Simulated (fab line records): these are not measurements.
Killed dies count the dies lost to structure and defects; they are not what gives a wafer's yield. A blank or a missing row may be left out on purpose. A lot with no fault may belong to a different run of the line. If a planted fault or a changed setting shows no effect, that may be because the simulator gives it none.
Shared-tool check	flow rit-cmos	14 lots, 42 wafers sampled

== REASON IT WAS OPENED ==
At RIT_GATE_THK_MEAS_09 the reading GATE_POLY_THK is flagged on 2 of 14 lots. Wafers without a fault read 250.8 nm, standard deviation 2.6.
Rule: a lot is flagged when every wafer of it that has a number lies more than 4 standard deviations from that mean, or none has a number. The rest of the lots are taken to be sound.

lot	measured	on	GATE_POLY_THK (nm), wafer by wafer	flag
L139	day 2 14:59	film-metro-01	249.4 251.1 251.6	
L140	day 2 17:46	film-metro-01	253.3 252.9 251.1	
L141	day 3 02:50	film-metro-01	252.1 252.4 250.1	
L142	day 3 04:14	film-metro-02	255.6 255.4 255.2	
L143	day 3 11:56	film-metro-02	249.6 248.6 251.2	
L144	day 3 16:56	film-metro-01	250.2 250.1 251.7	
L145	day 3 23:22	film-metro-03	250.0 250.7 250.7	
L146	day 4 04:22	film-metro-02	250.9 250.4 249.8	
L147	day 4 12:17	film-metro-03	255.1 256.3 254.0	
L148	day 4 15:16	film-metro-01	254.7 254.3 254.7	
L149	day 4 16:53	film-metro-03	247.4 248.6 248.8	
L154	day 5 18:33	film-metro-02	358.4 362.0 359.9	FLAGGED
L157	day 6 10:09	film-metro-02	352.8 353.9 353.0	FLAGGED
L159	day 6 21:52	film-metro-03	246.9 246.6 247.9	
The mean of the flagged lots' numbers is 356.7 nm, +105.9 nm from the usual (+41 standard deviations).

== WHICH TOOL RAN EACH LOT ==
The record holds 1 process step before the reading, out of a route of 202 steps. Read each cell as the tool, then ch plus the chambers that the sampled wafers visited, then the start.
lot	flag	RIT_GATE_CVD_08
L139		lpcvd-02 ch 0, day 2 13:22
L140		lpcvd-02 ch 0, day 2 16:08
L141		lpcvd-01 ch 1, day 3 01:11
L142		lpcvd-02 ch 0, day 3 02:37
L143		lpcvd-01 ch 0, day 3 10:19
L144		lpcvd-02 ch 1, day 3 15:17
L145		lpcvd-01 ch 0, day 3 21:45
L146		lpcvd-02 ch 0, day 4 02:45
L147		lpcvd-01 ch 1, day 4 10:38
L148		lpcvd-01 ch 0, day 4 12:50
L149		lpcvd-01 ch 0, day 4 15:15
L154	FLAGGED	lpcvd-02 ch 0, day 5 16:56
L157	FLAGGED	lpcvd-02 ch 0, day 6 08:32
L159		lpcvd-01 ch 0, day 6 20:14
These steps, and what they do:
- RIT_GATE_CVD_08: deposits poly-Si from SiH4, target thk 250 nm, time 2220 s.
- RIT_GATE_THK_MEAS_09

== FLAGGED AGAINST TOTAL, ONE TOOL AT A TIME (gauges that did the reading follow at the end) ==
step	tool	lots run	flagged	share of the flagged lots	sound lots run after its first flagged lot
RIT_GATE_CVD_08	lpcvd-01	7	0	none	-
RIT_GATE_CVD_08	lpcvd-02	7	2	all	0
RIT_GATE_THK_MEAS_09	film-metro-01	5	0	none	-
RIT_GATE_THK_MEAS_09	film-metro-02	5	2	all	0
RIT_GATE_THK_MEAS_09	film-metro-03	4	0	none	-

== WHAT THE TABLE ALLOWS ==
Table rows that saw every flagged lot: 2, namely lpcvd-02 at RIT_GATE_CVD_08 and film-metro-02 at RIT_GATE_THK_MEAS_09.
- lpcvd-02 at RIT_GATE_CVD_08: 2 of its 7 lots flagged. Last sound lot L146 at day 4 02:45, first flagged lot L154 at day 5 16:56; a fault beginning in between fits. Its own readings (spike-tc-centre-C, spike-tc-load-C, spike-tc-source-C, susceptor-temp-C) fall more than 4 standard deviations out on all wafers of the flagged lots.
- film-metro-02 at RIT_GATE_THK_MEAS_09: 2 of its 5 lots flagged. Last sound lot L146 at day 4 04:22, first flagged lot L154 at day 5 18:33; a fault beginning in between fits.
These 2 tools cannot be told apart by counting lots, since each of them fits a fault that started at some hour. More lots, or a look at what each step does to the wafer, might.

== WHAT WAS PUT IN BY THE SIMULATOR ==
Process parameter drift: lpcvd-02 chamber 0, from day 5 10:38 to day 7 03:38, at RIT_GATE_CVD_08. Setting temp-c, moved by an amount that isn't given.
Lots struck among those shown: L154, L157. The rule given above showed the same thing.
